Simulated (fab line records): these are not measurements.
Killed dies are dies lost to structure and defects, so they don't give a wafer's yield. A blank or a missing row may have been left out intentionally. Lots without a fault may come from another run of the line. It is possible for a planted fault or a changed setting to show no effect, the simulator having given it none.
What tool caused it? ; flow rit cmos ; 15 lots, 45 wafers sampled, at 2 steps of a route of 202

WHAT THE GAUGES READ, wafer by wafer
RIT_PRETRO_TW_MEAS_10. Usual: for PRETRO_TW the level is 475 and the standard deviation is 4.5.
lot;measured;on;PRETRO_TW;flag
L489;day 2 08:00;film metro-02;470 472 473;
L490;day 2 12:01;film metro-02;471 474 474;
L491;day 2 17:19;film metro-04;484 481 486;
L492;day 3 00:04;film metro-03;471 470 471;
L493;day 3 05:23;film metro-04;482 482 478;
L494;day 3 09:52;film metro-02;473 474 473;
L497;day 4 01:11;film metro-02;473 472 474;
L498;day 4 04:18;film metro-04;485 483 485;
L499;day 4 09:55;film metro-03;473 472 473;
L500;day 4 16:11;film metro-04;484 483 482;
L504;day 5 12:29;film metro-02;501 504 504;OFF
L505;day 5 17:38;film metro-02;500 500 499;OFF
L506;day 5 21:37;film metro-03;469 472 469;
L507;day 6 01:01;film metro-02;500 499 502;OFF
L509;day 6 12:05;film metro-04;475 478 476;

WHAT TOOL EACH LOT RAN ON (gives the tool, then ch and the chambers of the sampled wafers, and finally the start)
lot;RIT_PRETRO_IMPLANT_08
L489;implanter-03 ch 0, day 2 07:43
L490;implanter-03 ch 0, day 2 11:42
L491;implanter-03 ch 0, day 2 17:01
L492;implanter-04 ch 0, day 2 23:46
L493;implanter-02 ch 0, day 3 05:04
L494;implanter-03 ch 0, day 3 09:33
L497;implanter-02 ch 0, day 4 00:53
L498;implanter-04 ch 0, day 4 04:01
L499;implanter-04 ch 0, day 4 09:35
L500;implanter-02 ch 0, day 4 15:53
L504;implanter-02 ch 0, day 5 12:10
L505;implanter-02 ch 0, day 5 17:19
L506;implanter-03 ch 0, day 5 21:17
L507;implanter-02 ch 0, day 6 00:41
L509;implanter-03 ch 0, day 6 11:45
- RIT_PRETRO_IMPLANT_08

AS READ BY THE TOOLS THEMSELVES (means over the sampled wafers that have a number; for cases with no such wafer, the mark the record gives instead)
RIT_PRETRO_IMPLANT_08. Usual: beam on s 9.98 s, standard deviation 0.2; end station pressure torr 5e-06 Torr, standard deviation 3e-07; faraday current uA 38.2, standard deviation 0.77.
lot;tool;beam on s (s);end station pressure torr (Torr);faraday current uA;flag
L489;implanter-03;10.12;5e-06;37.8;
L490;implanter-03;9.95;5e-06;38.3;
L491;implanter-03;9.80;5e-06;38.9;
L492;implanter-04;9.97;5e-06;38.2;
L493;implanter-02;9.94;6e-06;38.3;OFF
L494;implanter-03;9.89;5e-06;38.4;
L497;implanter-02;10.11;5e-06;37.7;
L498;implanter-04;10.04;5e-06;37.9;
L499;implanter-04;9.88;5e-06;38.5;
L500;implanter-02;9.95;5e-06;38.2;
L504;implanter-02;12.07;1e-04;31.9;OFF
L505;implanter-02;12.08;1e-04;31.8;OFF
L506;implanter-03;9.98;5e-06;38.3;
L507;implanter-02;11.97;1e-04;32.1;OFF
L509;implanter-03;9.90;5e-06;38.4;

THE ANSWER, worked out from the rows above alone
Rule: take the mean of a lot's wafers that have a number; if it is more than 3 standard deviations from the usual mean, the lot is off. Also off: a lot with no number at a reading for which 4 or more lots have one. Where the step has rows for the other lots, those lots are counted as sound. Order of review: gauges by route order, followed by the tools' own readings, for which a lot's mean as printed above is used. The first step at which some lot is off is used, and at that step the reading that is off furthest; a lot without a number counts as furthest.
Off: L504, L505, L507, seen at RIT_PRETRO_TW_MEAS_10 (PRETRO_TW).
If a tool, at a process step before that reading, ran all the lots that are off and no sound lot after the first of them, it fits. Not tried: the gauges at RIT_PRETRO_TW_MEAS_10; whatever is off there is also off at RIT_PRETRO_IMPLANT_08, on other tools, and gauge error can't account for it. One candidate fits, namely implanter-02 at RIT_PRETRO_IMPLANT_08. A fault onset in the window from L500 (day 4 15:53, its last sound lot) to L504 (day 5 12:10, its first lot off) fits.
The tool's own readings at RIT_PRETRO_IMPLANT_08 bear it out: on the lots that are off they differ by more than 5 times the standard deviation of the sound lots' means. beam on s reads 12.04 s there against 9.96 s on the sound lots; end station pressure torr reads 1e-04 Torr there against 5e-06 Torr on the sound lots; faraday current uA reads 31.9 there against 38.2 on the sound lots.

WHAT THE SIMULATOR HAD INSERTED
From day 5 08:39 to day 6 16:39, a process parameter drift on implanter-02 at RIT_PRETRO_IMPLANT_08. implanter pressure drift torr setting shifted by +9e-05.
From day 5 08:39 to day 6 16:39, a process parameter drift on implanter-02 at RIT_PRETRO_IMPLANT_08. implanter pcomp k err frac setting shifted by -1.
Lots struck among those shown: L504, L505, L507. This agrees with what the rule above found.
